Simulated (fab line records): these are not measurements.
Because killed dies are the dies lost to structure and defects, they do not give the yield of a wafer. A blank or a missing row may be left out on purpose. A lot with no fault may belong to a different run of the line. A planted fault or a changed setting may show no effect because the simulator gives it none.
fab line records | flow rit-cmos
record lots=10 | wafers=30 | last-day=7
route steps=202 shown SILICIDE@164 M1@202
lots with no fault: from the same line, run without faults
start-h: the number of hours between the record's first day and the start of the first shown wafer of the lot | wait-h: hours since the lot's step before | " identical to the entry in the row above | L1.1+2: one row covering several wafers at once | - no value, or no start given | * or withheld: withheld | < > ~ a bound
route shown NAME@n: names a module that has steps shown in the file, with the first one's number in the route | usual: mean/standard deviation of fault-free wafers | same: alike in all rows | chamber/n: place in a boat | sites: the reading at each site | _std_site: the values' standard deviation | _edge_site: inner sites' mean taken away from outer sites' mean | radius-mm: how far each site lies from the wafer's centre | mask NAME#n: copy n | behind: tool/chamber where the wafer was last shaped | hold: why the lot was held/for how many hours/how that ended | device: whichever transistor did not switch (one of n, p or np) | end of line: the route-end tests of the same wafers | a step given without rows: its recipe and nothing more | killed: not the wafer's yield, but the dies lost to structure and defects at the first sort | map: per-die view of a wafer (x killed, . not killed, _ where there is no die)
set.NAME: the run value of the setting; set.NAME@STEP: its run value at that earlier step | model.NAME: the simulator's own value behind a step, which no gauge read
one table for each step of the route and one row for each wafer, over a sample of lots
## steps
# step RIT_SILICIDE_THK_MEAS_03
# recipe thk-meas-gauge=xrf | reads=Ti_of_SILICIDE_SPUTTER_01
# usual SILICIDE_TI_THK=30.3/0.37
lot.wafer | tool          | chamber | start-h | wait-h | SILICIDE_TI_THK[nm]
L964.1    | film-metro-02 | -       | 63.18   | 0.1    | 30.7
L964.3    | "             | -       | "       | "      | 30.9
L964.4    | "             | -       | "       | "      | 30.5
L965.1    | film-metro-02 | -       | 69.40   | 0.1    | 30.2
L965.2    | "             | -       | "       | "      | 30.5
L965.3    | "             | -       | "       | "      | 30.7
L971.3    | film-metro-02 | -       | 92.05   | 0.1    | 31.6
L971.4    | "             | -       | "       | "      | 31.6
L971.6    | "             | -       | "       | "      | 31.8
L974.2    | film-metro-02 | -       | 105.09  | 0.1    | 31.1
L974.3    | "             | -       | "       | "      | 31.4
L974.4    | "             | -       | "       | "      | 31.3
L976.2    | film-metro-02 | -       | 116.01  | 0.1    | 31.4
L976.4    | "             | -       | "       | "      | 31.1
L976.6    | "             | -       | "       | "      | 31.1
L978.2    | film-metro-01 | -       | 126.23  | 0.1    | 30.4
L978.3    | "             | -       | "       | "      | 30.8
L978.5    | "             | -       | "       | "      | 30.9
L979.3    | film-metro-01 | -       | 132.51  | 0.1    | 30.5
L979.4    | "             | -       | "       | "      | 30.6
L979.6    | "             | -       | "       | "      | 30.6
L980.1    | film-metro-01 | -       | 134.25  | 0.1    | 30.3
L980.4    | "             | -       | "       | "      | 30.5
L980.5    | "             | -       | "       | "      | 30.4
L981.4    | film-metro-03 | -       | 136.18  | 0.1    | 30.4
L981.5    | "             | -       | "       | "      | 30.2
L981.6    | "             | -       | "       | "      | 30.4
L985.3    | film-metro-03 | -       | 160.49  | 0.1    | 30.0
L985.4    | "             | -       | "       | "      | 30.3
L985.5    | "             | -       | "       | "      | 29.8
# step RIT_M1_PROBE_99
# usual killed-at-front-end=7/3 | killed-dies=7/3 | killed-on-rim=2/1.4 | killed-open=3.6/1.9 | killed-short=3.2/1.8
# same gross-dies=264 | killed_at_M0_to_M3=0 | killed_at_M4_up=0 | killed-at-back-side=0 | killed-at-contacts=0 | killed-at-other=0
lot.wafer | tool      | chamber | start-h | wait-h | killed-at-front-end | killed-dies | killed-on-rim | killed-open | killed-short
L964.1    | prober-02 | -       | 70.17   | 0.1    | 15                  | 15          | 4             | 9           | 6
L964.3    | prober-02 | -       | 70.27   | 0.2    | 9                   | 9           | 4             | 4           | 5
L964.4    | prober-02 | -       | 70.32   | 0.2    | 3                   | 3           | 1             | 1           | 2
L965.1    | prober-02 | -       | 75.88   | 0.1    | 10                  | 10          | 3             | 6           | 4
L965.2    | prober-02 | -       | 75.93   | 0.1    | 6                   | 6           | 3             | 4           | 2
L965.3    | prober-02 | -       | 75.98   | 0.2    | 13                  | 13          | 5             | 7           | 6
L971.3    | prober-01 | -       | 98.77   | 0.2    | 12                  | 12          | 5             | 6           | 6
L971.4    | prober-01 | -       | 98.82   | 0.2    | 4                   | 4           | 2             | 1           | 3
L971.6    | prober-01 | -       | 98.92   | 0.2    | 10                  | 10          | 3             | 6           | 4
L974.2    | prober-01 | -       | 112.06  | 0.1    | 5                   | 5           | 1             | 1           | 4
L974.3    | prober-01 | -       | 112.11  | 0.2    | 5                   | 5           | 4             | 4           | 1
L974.4    | prober-01 | -       | 112.16  | 0.2    | 3                   | 3           | 0             | 0           | 3
L976.2    | prober-02 | -       | 122.65  | 0.1    | 7                   | 7           | 2             | 4           | 3
L976.4    | prober-02 | -       | 122.75  | 0.2    | 4                   | 4           | 2             | 2           | 2
L976.6    | prober-02 | -       | 122.85  | 0.2    | 4                   | 4           | 2             | 1           | 3
L978.2    | prober-02 | -       | 133.04  | 0.1    | 2                   | 2           | 0             | 2           | 0
L978.3    | prober-02 | -       | 133.09  | 0.2    | 5                   | 5           | 2             | 3           | 2
L978.5    | prober-02 | -       | 133.19  | 0.2    | 4                   | 4           | 2             | 4           | 0
L979.3    | prober-01 | -       | 139.37  | 0.2    | 7                   | 7           | 2             | 6           | 1
L979.4    | prober-01 | -       | 139.42  | 0.2    | 7                   | 7           | 2             | 5           | 2
L979.6    | prober-01 | -       | 139.52  | 0.2    | 8                   | 8           | 2             | 5           | 3
L980.1    | prober-02 | -       | 141.17  | 0.1    | 6                   | 6           | 2             | 3           | 3
L980.4    | prober-02 | -       | 141.32  | 0.2    | 3                   | 3           | 1             | 2           | 1
L980.5    | prober-02 | -       | 141.37  | 0.2    | 3                   | 3           | 2             | 2           | 1
L981.4    | prober-01 | -       | 143.05  | 0.2    | 4                   | 4           | 3             | 2           | 2
L981.5    | prober-01 | -       | 143.10  | 0.2    | 9                   | 9           | 2             | 4           | 5
L981.6    | prober-01 | -       | 143.15  | 0.2    | 7                   | 7           | 3             | 2           | 5
L985.3    | prober-01 | -       | 167.42  | 0.2    | 8                   | 8           | 3             | 6           | 2
L985.4    | prober-01 | -       | 167.47  | 0.2    | 9                   | 9           | 1             | 6           | 3
L985.5    | prober-01 | -       | 167.52  | 0.2    | 6                   | 6           | 2             | 4           | 2
# killed by level:class
L964.1 GATE:geometric-particle:open=3 SILICIDE:geometric-particle:short=3 GATE:geometric-particle:short=2 REOX:geometric-particle:open=2 SILICIDE:geometric-particle:open=2 FOX2:geometric-particle:open=1 REOX:geometric-particle:short=1 SPACER:geometric-particle:open=1
L964.3 GATE:geometric-particle:open=4 REOX:geometric-particle:short=2 FOX1:geometric-particle:short=1 GATE:geometric-particle:short=1 SILICIDE:geometric-particle:short=1
L964.4 SILICIDE:geometric-particle:short=2 GATE:geometric-particle:open=1
L965.1 REOX:geometric-particle:short=2 REOX:geometric-particle:open=2 SPACER:geometric-particle:open=2 FOX2:geometric-particle:open=1 GATE:geometric-particle:open=1 SPACER:geometric-particle:short=1 SILICIDE:geometric-particle:short=1
L965.2 GATE:geometric-particle:short=2 SPACER:geometric-particle:open=2 GATE:geometric-particle:open=1 REOX:geometric-particle:open=1
L965.3 GATE:geometric-particle:short=4 GATE:geometric-particle:open=2 REOX:geometric-particle:short=2 REOX:geometric-particle:open=2 FOX1:geometric-particle:open=1 SPACER:geometric-particle:open=1 SILICIDE:geometric-particle:open=1
L971.3 GATE:geometric-particle:short=4 SPACER:geometric-particle:open=3 SPACER:geometric-particle:short=2 FOX1:geometric-particle:open=1 GATE:geometric-particle:open=1 SILICIDE:geometric-particle:open=1
L971.4 SPACER:geometric-particle:short=2 GATE:geometric-particle:short=1 SPACER:geometric-particle:open=1
L971.6 GATE:geometric-particle:open=3 GATE:geometric-particle:short=2 SPACER:geometric-particle:short=2 SPACER:geometric-particle:open=2 FOX2:geometric-particle:open=1
L974.2 GATE:geometric-particle:short=3 FOX1:geometric-particle:short=1 REOX:geometric-particle:open=1
L974.3 GATE:geometric-particle:open=3 GATE:geometric-particle:short=1 SPACER:geometric-particle:open=1
L974.4 GATE:geometric-particle:short=3
L976.2 GATE:geometric-particle:open=2 FOX1:geometric-particle:short=1 REOX:geometric-particle:open=1 REOX:geometric-particle:short=1 SPACER:geometric-particle:short=1 SPACER:geometric-particle:open=1
L976.4 GATE:geometric-particle:open=2 SPACER:geometric-particle:short=1 SILICIDE:geometric-particle:short=1
L976.6 REOX:geometric-particle:open=1 REOX:geometric-particle:short=1 SPACER:geometric-particle:short=1 SILICIDE:geometric-particle:short=1
L978.2 FOX1:geometric-particle:open=1 SILICIDE:geometric-particle:open=1
L978.3 FOX1:geometric-particle:open=3 SILICIDE:geometric-particle:short=2
L978.5 FOX1:geometric-particle:open=3 GATE:geometric-particle:open=1
L979.3 REOX:geometric-particle:open=3 SILICIDE:geometric-particle:open=3 GATE:geometric-particle:short=1
L979.4 SILICIDE:geometric-particle:open=3 FOX2:geometric-particle:short=1 REOX:geometric-particle:open=1 SPACER:geometric-particle:open=1 SPACER:geometric-particle:short=1
L979.6 REOX:geometric-particle:open=3 GATE:geometric-particle:short=2 FOX1:geometric-particle:open=1 GATE:geometric-particle:open=1 SILICIDE:geometric-particle:short=1
L980.1 GATE:geometric-particle:open=3 REOX:geometric-particle:short=2 GATE:geometric-particle:short=1
L980.4 GATE:geometric-particle:open=2 GATE:geometric-particle:short=1
L980.5 FOX1:geometric-particle:open=1 GATE:geometric-particle:short=1 GATE:geometric-particle:open=1
L981.4 GATE:geometric-particle:short=2 GATE:geometric-particle:open=1 SPACER:geometric-particle:open=1
L981.5 FOX1:geometric-particle:short=2 FOX1:geometric-particle:open=2 FOX2:geometric-particle:short=1 FOX2:geometric-particle:open=1 GATE:geometric-particle:short=1 GATE:geometric-particle:open=1 SPACER:geometric-particle:short=1
L981.6 GATE:geometric-particle:short=4 FOX2:geometric-particle:short=1 GATE:geometric-particle:open=1 SPACER:geometric-particle:open=1
L985.3 SILICIDE:geometric-particle:open=3 FOX1:geometric-particle:open=1 FOX2:geometric-particle:open=1 GATE:geometric-particle:open=1 GATE:geometric-particle:short=1 SILICIDE:geometric-particle:short=1
L985.4 FOX2:geometric-particle:open=2 REOX:geometric-particle:open=2 FOX2:geometric-particle:short=1 GATE:geometric-particle:short=1 GATE:geometric-particle:open=1 REOX:geometric-particle:short=1 SPACER:geometric-particle:open=1
L985.5 FOX1:geometric-particle:open=1 FOX1:geometric-particle:short=1 FOX2:geometric-particle:open=1 GATE:geometric-particle:open=1 GATE:geometric-particle:short=1 SPACER:geometric-particle:open=1
## key
first-sign step=RIT_SILICIDE_THK_MEAS_03 | reading=SILICIDE_TI_THK | direction=up | sigmas=3 | usual=30.3 | struck=31.4
effect none on later readings
met-at RIT_SILICIDE_THK_MEAS_03
struck-lots L971,L974,L976
tester-left-out L971,L974,L976
onset-between 69.40 92.05
fault kind=metrology-matching-offset | tool=film-metro-02 | chamber=- | onset-h=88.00 | steps=RIT_SILICIDE_THK_MEAS_03 | param=thk-nm | offset=0.94354
# tester-left-out: of these lots the tester's yield and bins aren't shown, on N5 and GAA mostly nor the transistor test; their killed dies are dies lost to structure and defects alone, not to doping, threshold or leakage, so they don't give the yield
